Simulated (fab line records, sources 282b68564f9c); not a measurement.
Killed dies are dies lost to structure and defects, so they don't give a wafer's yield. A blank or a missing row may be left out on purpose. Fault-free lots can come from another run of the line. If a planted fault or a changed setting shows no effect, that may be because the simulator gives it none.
Problem report in the 8D (eight disciplines) form, filled by code ; flow ritCmos ; the parts of the form that need people (team, actions taken, sign-off) are left out

1. THE ISSUE
SILICIDE_TI_RS at RIT_SILICIDE_RS_MEAS_02 reads a mean of 93.1 ohm/sq on 1 wafer of 1 lot; wafers without a fault read 47.9 ohm/sq with a standard deviation of 0.69. That is +66 standard deviations from the usual mean.
The step: measures by four-point-probe.
First observed at day 5 11:08: wafer L868.4, on filmMetro-02. The record holds 39 wafers of 13 lots with a number at this step. Rule for "out" (also "out of limits"): further than 4 standard deviations from the usual mean. The rest of the wafers with a number are treated as sound.

2. WHAT IT IS, AND WHAT IT ISN'T
question;is;is not
which readings at this step;SILICIDE_TI_RS;-
which lots;L868;L858, L859, L860, L861, L862, L866, L873, L875, L877, L879, L880, L881
which wafers of those lots;L868.4;L868.2, L868.6
read on which gauges;filmMetro-02;filmMetro-01, filmMetro-04
when;from day 5 11:08;"up to then (20 sound wafers); but 18 sound wafers of L873, L875, L877, L879, L880, L881 came after"

3. THE SUSPECTS, EACH WITH WHAT RULES IT OUT
Counting: any tool at a process step up to the reading remains a suspect provided it ran every lot that is out. Sound lots after the first of them don't rule it out here, since some wafers of a struck lot are sound.
- the gauge at RIT_SILICIDE_RS_MEAS_02: kept. All the wafers that are out were read on filmMetro-02, and no step on other tools shows them out.
- pvdSputter-04 at RIT_SILICIDE_SPUTTER_01 (material Ti, target thk 30 nm, time 240 s): kept. It ran the lot that is out, L868 (day 5 10:58); its last sound lot up to then is L862 (day 3 23:19).
What counting leaves: pvdSputter-04 at RIT_SILICIDE_SPUTTER_01 and filmMetro-02 at RIT_SILICIDE_RS_MEAS_02.

4. THE CAUSE (what the simulator had put in)
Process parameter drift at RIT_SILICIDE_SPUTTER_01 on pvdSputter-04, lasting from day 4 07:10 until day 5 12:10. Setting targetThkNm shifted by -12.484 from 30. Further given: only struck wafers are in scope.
After counting, 2 suspects remain, this tool included.

5. THE CHAIN OF EFFECTS, in route order
Each row: a reading whose mean over the struck wafers that have a number lies more than 3 standard deviations from the usual. Only readings for which the record gives a usual standard deviation are gone through. hours: the time from each lot's start at the first step in this table that gives one to its start at this step, as a median over the lots. sigmas: the change in usual standard deviations.
hours;step;reading;usual;on struck wafers;change;sigmas
0;RIT_SILICIDE_RS_MEAS_02;SILICIDE_TI_RS;47.9 ohm/sq;93.1;+45.2;+66
0;RIT_SILICIDE_THK_MEAS_03;SILICIDE_TI_THK;30.5 nm;18.1;-12.4;-33

6. HOW IT WOULD HAVE BEEN CAUGHT EARLIER
In this record the first reading out of limits at a measuring or inspecting step was taken at day 5 11:08, 28 hours after the fault began at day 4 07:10.
No tool reading at RIT_SILICIDE_SPUTTER_01 that has a usual standard deviation in the record was out on any struck wafer, so an alarm limit of 4 standard deviations on those readings would not have fired.
By day 5 11:08, every lot that is out (1) had started RIT_SILICIDE_SPUTTER_01 on pvdSputter-04. None of them would have been spared by holding the tool at that moment.
